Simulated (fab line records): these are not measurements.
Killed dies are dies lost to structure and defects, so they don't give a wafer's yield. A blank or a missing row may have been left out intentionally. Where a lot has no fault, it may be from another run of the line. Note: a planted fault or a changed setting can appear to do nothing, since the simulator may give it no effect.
Comparing a struck lot with a sound one + flow rit_cmos + 15 steps out of a route of 202
Sound: wafers L980.2, L980.3, L980.6. Struck: wafers L976.1, L976.3, L976.5. The cause is given at the end.
For every step that has rows: the tool of each side, followed by ch and its chambers, followed by its first start. Under that, the readings that differ: sound wafers + struck wafers + difference of the means + sigmas: that difference in standard deviations of wafers without a fault.
alike: words and numbers the same on both sides, and readings whose means are apart by under 2 such deviations; not compared: readings that were withheld, readings missing a value for some wafer, numbers with overlapping values and no deviation given by the record, and bounds like >300 which may hide the same value.
Wherever a step has rows on one side only, a row that says differs or no value, or a row with sigmas, the two part there. Non-overlapping numbers with no deviation appear without sigmas and do not part them. A reading missing from all wafers of one side parts the sides only when that side holds two or more wafers.

RIT_PSD_TW_MEAS_10:
  struck on film_metro-03, day 5 18:44; sound on film_metro-01, day 6 12:59
  alike: PSD_TW
then, 3 steps without rows for these wafers: RIT_SDANNEAL_CLEAN_00 (cleans in SC1, time 600 s); RIT_SDANNEAL_CLEAN_01 (cleans in dHF, time 30 s); RIT_SDANNEAL_CLEAN_02 (cleans in SC2, time 600 s).
RIT_SDANNEAL_RTA_03: time 5 s.
  sound on rtp_anneal-01 ch 0, day 6 13:25; struck on rtp_anneal-01 ch 0, day 5 19:10
  alike: ramp_down_c_per_s, wafer_temp_C_max
RIT_SDANNEAL_RS_MEAS_04: a four-point-probe measurement.
  struck on film_metro-04, day 5 19:13; sound on film_metro-03, day 6 13:29
  alike: PSD_RS
RIT_SDANNEAL_RS_MEAS_05: a four-point-probe measurement.
  struck on film_metro-04, day 5 19:20; sound on film_metro-03, day 6 13:37
  alike: NSD_RS
RIT_SDANNEAL_RS_MEAS_06: a four-point-probe measurement.
  struck on film_metro-04, day 5 19:27; sound on film_metro-03, day 6 13:44
  alike: PLDD_RS
RIT_SDANNEAL_RS_MEAS_07: a four-point-probe measurement.
  struck on film_metro-04, day 5 19:34; sound on film_metro-03, day 6 13:51
  alike: NLDD_RS
then, 1 step without rows for these wafers: RIT_SILICIDE_WET_ETCH_00 (etches SiO2 in BOE, target depth 14 nm, time 15 s).
RIT_SILICIDE_SPUTTER_01: material Ti, target thk 30 nm, time 240 s.
  struck on pvd_sputter-02, day 5 19:43; sound on pvd_sputter-02, day 6 13:58
  alike: throttle_valve_pct
RIT_SILICIDE_RS_MEAS_02: a four-point-probe measurement.
  struck on film_metro-02, day 5 19:53; sound on film_metro-01, day 6 14:09
  alike: SILICIDE_TI_RS
RIT_SILICIDE_THK_MEAS_03: measures by xrf.
  struck on film_metro-02, day 5 20:00; sound on film_metro-01, day 6 14:16
| reading              | sound          | struck         | difference | sigmas |
|----------------------|----------------|----------------|------------|--------|
| SILICIDE_TI_THK (nm) | 29.7 29.8 30.3 | 31.0 31.6 31.6 | +1.5       | +4     |
RIT_SILICIDE_RTA_04: time 10 s, ramp up 5 s, ramp down 5 s.
  sound on rtp_anneal-02 ch 0, day 6 14:19; struck on rtp_anneal-02 ch 0, day 5 20:04
  alike: wafer_temp_C_max
RIT_M1_PROBE_99:
  struck on prober-02, day 6 02:36; sound on prober-02, day 6 21:13
  alike: killed_at_front_end, killed_dies, killed_on_rim, killed_open, killed_short

WHERE THEY PART
Only at RIT_SILICIDE_THK_MEAS_03, within this record. Later steps at which nothing parts them and some readings are alike: RIT_SILICIDE_RTA_04, RIT_M1_PROBE_99.

WHY: the cause the simulator had injected
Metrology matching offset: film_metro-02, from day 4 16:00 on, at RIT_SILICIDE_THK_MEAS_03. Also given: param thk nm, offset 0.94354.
